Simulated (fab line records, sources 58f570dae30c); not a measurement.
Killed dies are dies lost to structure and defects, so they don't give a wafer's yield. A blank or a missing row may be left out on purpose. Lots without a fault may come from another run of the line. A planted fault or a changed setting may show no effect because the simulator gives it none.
Split-lot experiment | flow berkeley_cmos170 | 5 lots, 27 wafers read, on a route of 331 steps

THE SPLIT
At UCB170_V1_CVD_00 (deposits SiO2 from TEOS/O2, target thk 2000 nm, time 250 s), the setting time_s was moved away from the recipe's 250 s on 12 of the 27 wafers read, by -36.8% to +44.0%. The other wafers ran this setting at the recipe's value.

The file shows no step between the split and the reading.

THE READING
V1_TEOS_THK, in nm, at UCB170_V1_THK_MEAS_01. Fault-free wafers of this fab line usually give 2018 nm, standard deviation 28 nm.

wafer  | tool, chamber at the split | time_s as run, s | against the recipe | V1_TEOS_THK, nm | against lot-mates on the recipe
L074.1 | pecvd-02, 0,1              | 157.9            | -36.8%             | 1280            | -781
L074.2 | pecvd-02, 2                | 157.9            | -36.8%             | 1288            | -773
L074.3 | pecvd-02, 0,1              | 157.9            | -36.8%             | 1280            | -781
L074.4 | pecvd-02, 2,1              | 250              | recipe             | 2062            | -
L074.5 | pecvd-02, 2,1              | 250              | recipe             | 2066            | -
L074.6 | pecvd-02, 0                | 250              | recipe             | 2055            | -
L079.1 | pecvd-02, 2                | 250              | recipe             | 1998            | -
L079.2 | pecvd-02, 0                | 250              | recipe             | 2011            | -
L079.3 | pecvd-02, 1                | 250              | recipe             | 1993            | -
L080.1 | pecvd-03, 2                | 329.1            | +31.6%             | 2632            | +589
L080.2 | pecvd-03, 1                | 329.1            | +31.6%             | 2652            | +609
L080.3 | pecvd-03, 0                | 250              | recipe             | 2029            | -
L080.4 | pecvd-03, 1                | 250              | recipe             | 2046            | -
L080.5 | pecvd-03, 2                | 329.1            | +31.6%             | 2710            | +667
L080.6 | pecvd-03, 0                | 250              | recipe             | 2054            | -
L081.1 | pecvd-04, 0                | 250              | recipe             | 1978            | -
L081.2 | pecvd-04, 1                | 344.3            | +37.7%             | 2745            | +758
L081.3 | pecvd-04, 2,0              | 344.3            | +37.7%             | 2729            | +742
L081.4 | pecvd-04, 1                | 250              | recipe             | 2009            | -
L081.5 | pecvd-04, 2                | 250              | recipe             | 1974            | -
L081.6 | pecvd-04, 2,0              | 344.3            | +37.7%             | 2775            | +788
L083.1 | pecvd-02, 1,2              | 250              | recipe             | 1977            | -
L083.2 | pecvd-02, 0                | 359.9            | +44.0%             | 2848            | +860
L083.3 | pecvd-02, 1,2              | 250              | recipe             | 1975            | -
L083.4 | pecvd-02, 0                | 359.9            | +44.0%             | 2899            | +911
L083.5 | pecvd-02, 2                | 359.9            | +44.0%             | 2906            | +918
L083.6 | pecvd-02, 1                | 250              | recipe             | 2012            | -
Where a row lists several chambers, the file gives one row for several wafers and doesn't say which wafer went through which chamber.

THE FIT
A straight line over all 27 wafers: V1_TEOS_THK changes by +19.8 nm for each +1% of time_s; r = +1.00; the points scatter about the line by 31 nm.
The same after taking each lot's own level away (the mean of its wafers on the recipe; 27 wafers): +20.5 nm for each +1%; r = +1.00; scatter 21 nm.
On that fit, the largest move of time_s shifts the reading by 9e+02 nm.
The lots' own levels span 1987.0 to 2061.0 nm, that is 2.6 times the standard deviation above.
So the lot-to-lot level changes the slope little: the two slopes agree.
Check: with one of the wafers moved furthest among these (+44.0%) left out of the fit, the line predicts +898 nm for it against its lot-mates. It came out at +860 nm against them.

OTHER SPLITS ON THESE WAFERS
These wafers also went through other splits before the reading. Each is held against what the fit with the lots' levels taken away leaves over:
other split on the same wafers       | wafers away from the commonest value | r with V1_TEOS_THK (lot level and that fit taken away)
UCB170_PWELL_ETCH_14 time_s          | 9                                    | -0.14
UCB170_ACTIVE_ETCH_15 target_depth_a | 9                                    | +0.04
UCB170_SPACER_CVD_00 time_s          | 12                                   | +0.01

THE WHOLE CHAIN: every reading that the file lists as answering this split, in the file's order
step                  | what it does                                               | reading                                                                   | change (the file's fit)              | r (the file's)
UCB170_V1_CVD_00      | deposits SiO2 from TEOS/O2, target thk 2000 nm, time 250 s | SiO2_of_V1_CVD_00.thk_nm (the simulator's own value, which no gauge read) | +20.1 nm for each +1% of the setting | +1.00
UCB170_V1_THK_MEAS_01 |                                                            | V1_TEOS_THK                                                               | +20.4 for each +1% of the setting    | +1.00

THE FILE'S OWN FIT
V1_TEOS_THK changes by +20.4 nm for each +1% of time_s, r = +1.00.
